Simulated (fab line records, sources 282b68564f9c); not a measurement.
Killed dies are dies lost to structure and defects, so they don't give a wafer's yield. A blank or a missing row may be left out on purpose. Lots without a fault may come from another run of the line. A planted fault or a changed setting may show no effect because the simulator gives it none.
One fault seen from 2 desks | flow rit_cmos | each desk has only its own numbers; what lay behind them comes last

THE METROLOGY DESK
What the gauges read, lot by lot, whatever tool the lot ran on: means of the sampled wafers that have a number. A lot is out of limits, marked OUT, if its mean lies more than 4 standard deviations from the usual mean; the brackets give that distance.
Columns: A = NLDD_RS at RIT_SDANNEAL_RS_MEAS_07, usual 152.1 ohm/sq; B = CONTACT_OVL at RIT_CONTACT_OVL_MEAS_09, usual 2.0 nm
lot  | first seen here | A     | B
L223 | day 3 07:14     | 151.1 | 2.2
L224 | day 3 11:27     | 152.2 | 1.9
L225 | day 3 18:07     | 152.4 | 3.0
L226 | day 4 01:52     | 151.9 | 1.7
L228 | day 4 10:01     | 152.2 | 1.7
L227 | day 4 11:31     | 152.3 | 2.1
L229 | day 4 13:14     | 152.4 | 2.8
L230 | day 4 20:05     | 152.0 | 0.9
L231 | day 5 01:01     | 152.4 | 0.9
L235 | day 5 19:14     | 151.4 | 1.2
L237 | day 6 04:43     | 151.4 | 1.9
L240 | day 6 17:33     | 152.9 | 0.7
L241 | day 7 02:26     | 152.6 | 1.7
L243 | day 7 11:14     | 152.0 | 1.3
This desk's finding: nothing out of limits on any of the 14 lots.

THE TOOL OWNER'S DESK: litho_track-01
The tool's own readings at RIT_M1_SOFTBAKE_05 (time 60 s): means of the sampled wafers that have a number, for each lot that ran on this tool. A lot is out of limits, marked OUT, if its mean lies more than 4 standard deviations from the usual mean; the brackets give that distance.
Columns: A = heater_power_total_W at RIT_M1_SOFTBAKE_05, usual 34.56 W; B = run_length_s at RIT_M1_SOFTBAKE_05, usual 89.33 s
lot  | first seen here | A               | B
L223 | day 3 11:06     | 34.56           | 89.42
L224 | day 3 15:17     | 34.50           | 89.41
L226 | day 4 05:32     | 34.57           | 89.43
L230 | day 4 23:44     | 34.54           | 89.36
L231 | day 5 04:39     | 34.57           | 89.39
L235 | day 5 23:04     | 35.52 (+18) OUT | 84.47 (-24) OUT
L237 | day 6 08:34     | 35.47 (+17) OUT | 84.39 (-25) OUT
This desk's finding: out of limits on L235, L237; first on L235, day 5 23:04 (heater_power_total_W at RIT_M1_SOFTBAKE_05). In limits: L223, L224, L226, L230, L231.

PUT TOGETHER
The tool owner's desk could have raised an alarm at day 5 23:04, on L235, L237.
The metrology desk saw nothing out of limits.
The metrology desk has L235, L237 on record, within its limits.
Of the lots named, all ran RIT_M1_SOFTBAKE_05 on litho_track-01.

WHAT THE SIMULATOR HAD PUT IN
Process parameter drift: litho_track-01, from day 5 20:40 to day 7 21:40, at RIT_M1_SOFTBAKE_05. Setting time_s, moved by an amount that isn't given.
Lots struck among those shown: L235, L237.
Hours from the fault's start to each desk's first reading out of limits: the tool owner's desk, 2.
